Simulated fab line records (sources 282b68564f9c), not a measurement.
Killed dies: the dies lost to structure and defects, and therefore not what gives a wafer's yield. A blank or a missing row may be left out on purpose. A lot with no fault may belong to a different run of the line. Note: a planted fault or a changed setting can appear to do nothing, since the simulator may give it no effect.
A lot that was struck, set against a sound lot    flow rit_cmos    35 out of 202 route steps
Sound: wafers L424.1, L424.2, L424.5. Wafers L427.1, L427.2, L427.6 were the ones struck. At the end, the cause is stated.
For every step that has rows: the tool of each side, followed by ch and its chambers, followed by its first start. Under that, the readings that differ: sound wafers    struck wafers    difference of the means    sigmas: that difference in standard deviations of wafers without a fault.
alike: a reading whose means differ by less than 2 such deviations, as well as words and numbers matching on both sides. not compared: withheld readings; readings where some wafer has no value; bounds like >300 that might hide an equal value; numbers whose values overlap and for which the record gives no deviation.
A row with sigmas, a row that says differs or no value, or rows on one side alone: a step with any of these is where the two part. Non-overlapping numbers with no deviation appear without sigmas and do not part them. A reading that every wafer of one side lacks parts them only if that side has two wafers or more.

first, 4 steps without rows for these wafers: RIT_ACTIVE_CLEAN_15 (cleans in SC1, time 600 s); RIT_ACTIVE_CLEAN_16 (cleans in dHF, time 30 s); RIT_ACTIVE_CLEAN_17 (cleans in SC2, time 600 s); RIT_FOX1_OXIDATION_00 (target thk 350.7 nm, ox time 1130 s).
RIT_FOX1_THK_MEAS_01:
  sound on film_metro-04 at day 2 14:31; struck on film_metro-03 at day 3 05:02
  alike: FOX1_OXIDE_THK
then, 2 steps without rows for these wafers: RIT_FOX1_WET_ETCH_02 (etches SiO2 in BOE, target depth 350 nm, time 390 s); RIT_FOX2_OXIDATION_00 (target thk 350.7 nm, ox time 1130 s).
RIT_FOX2_THK_MEAS_01:
  sound on film_metro-01 at day 2 16:08; struck on film_metro-03 at day 3 06:32
  alike: FOX2_OXIDE_THK
then, 2 steps without rows for these wafers: RIT_FOX2_CLEAN_02 (cleans in dHF, time 180 s); RIT_FOX2_WET_ETCH_03 (etches Si3N4 in H3PO4, target depth 195 nm, time 2700 s).
RIT_FOX2_THK_MEAS_90:
  sound on film_metro-02 at day 2 17:01; struck on film_metro-01 at day 3 07:25
  alike: FIELD_OXIDE_LEFT_1_THK
then, 1 step without rows for these wafers: RIT_NWELL_HMDS_00 (prime time 60 s).
RIT_NWELL_COAT_01: resist thk 1300 nm.
  sound on litho_track-03 ch 0, day 2 17:13; struck on litho_track-02, day 3 07:38
  no value came back on the struck wafers for chill_plate_temp_C (C), dispense_pressure_kPa (kPa); on the sound wafers chill_plate_temp_C (C) reads 22.89 22.83 23.10
then, 4 steps without rows for these wafers: RIT_NWELL_SOFTBAKE_02 (time 60 s); RIT_NWELL_EXPOSE_03 (exposes mask M2, target cd 43900 nm); RIT_NWELL_PEB_04; RIT_NWELL_DEVELOP_05 (develop time 68 s).
RIT_NWELL_OVL_MEAS_06:
  sound on overlay-02 at day 2 18:05; struck on overlay-02 at day 3 08:29
reading         sound          struck  difference                     sigmas
NWELL_OVL (nm)  0.1 -0.6 -1.2  - - -   no value on the struck wafers  
then, 2 steps without rows for these wafers: RIT_NWELL_HARDBAKE_07 (time 120 s); RIT_NWELL_IMPLANT_08.
RIT_NWELL_STRIP_09: strips in O2, time 180 s.
  sound on plasma_asher-02 ch 0,1, day 2 18:31; struck on plasma_asher-02 ch 0,1, day 3 08:55
  alike: drypump_motor_current_A
  not compared: rf_hours_counter_h
RIT_NWELL_TW_MEAS_10:
  sound on film_metro-02 at day 2 18:41; struck on film_metro-04 at day 3 09:05
reading   sound           struck          difference  sigmas
NWELL_TW  2086 2101 2100  2152 2148 2136  +50         +2
then, 6 steps without rows for these wafers: RIT_PWELL_HMDS_00 (prime time 60 s); RIT_PWELL_COAT_01 (resist thk 1300 nm); RIT_PWELL_SOFTBAKE_02 (time 60 s); RIT_PWELL_EXPOSE_03 (exposes mask M3, target cd 43700 nm); RIT_PWELL_PEB_04; RIT_PWELL_DEVELOP_05 (develop time 68 s).
RIT_PWELL_OVL_MEAS_06:
  sound on overlay-02 at day 2 19:46; struck on overlay-01 at day 3 10:03
  alike: PWELL_OVL
then, 2 steps without rows for these wafers: RIT_PWELL_HARDBAKE_07 (time 120 s); RIT_PWELL_IMPLANT_08.
RIT_PWELL_STRIP_09: strips in O2, time 180 s.
  sound on plasma_asher-04 ch 0,1, day 2 20:11; struck on plasma_asher-03 ch 0,1, day 3 10:29
  alike: drypump_motor_current_A
  not compared: rf_hours_counter_h
RIT_PWELL_TW_MEAS_10:
  sound on film_metro-02 at day 2 20:22; struck on film_metro-04 at day 3 10:40
reading   sound        struck          difference  sigmas
PWELL_TW  933 934 931  2197 2198 2187  +1261       +99 or more
then, 1 step without rows for these wafers: RIT_WELLDRIVE_ANNEAL_00 (time 14700 s).
RIT_M1_PROBE_99:
  sound on prober-01 at day 4 09:53; struck on prober-02 at day 4 23:23
reading              sound   struck       difference  sigmas
killed_at_front_end  4 5 12  264 264 264  +257        +89
killed_dies          4 5 12  264 264 264  +257        +89
killed_on_rim        0 1 6   70 70 70     +68         +48
  alike: killed_at_M0_to_M3, killed_at_contacts, killed_open, killed_short

== WHERE THEY PART ==
At RIT_NWELL_COAT_01 first; at RIT_M1_PROBE_99 last (within this record only).

WHY: the cause the simulator had injected
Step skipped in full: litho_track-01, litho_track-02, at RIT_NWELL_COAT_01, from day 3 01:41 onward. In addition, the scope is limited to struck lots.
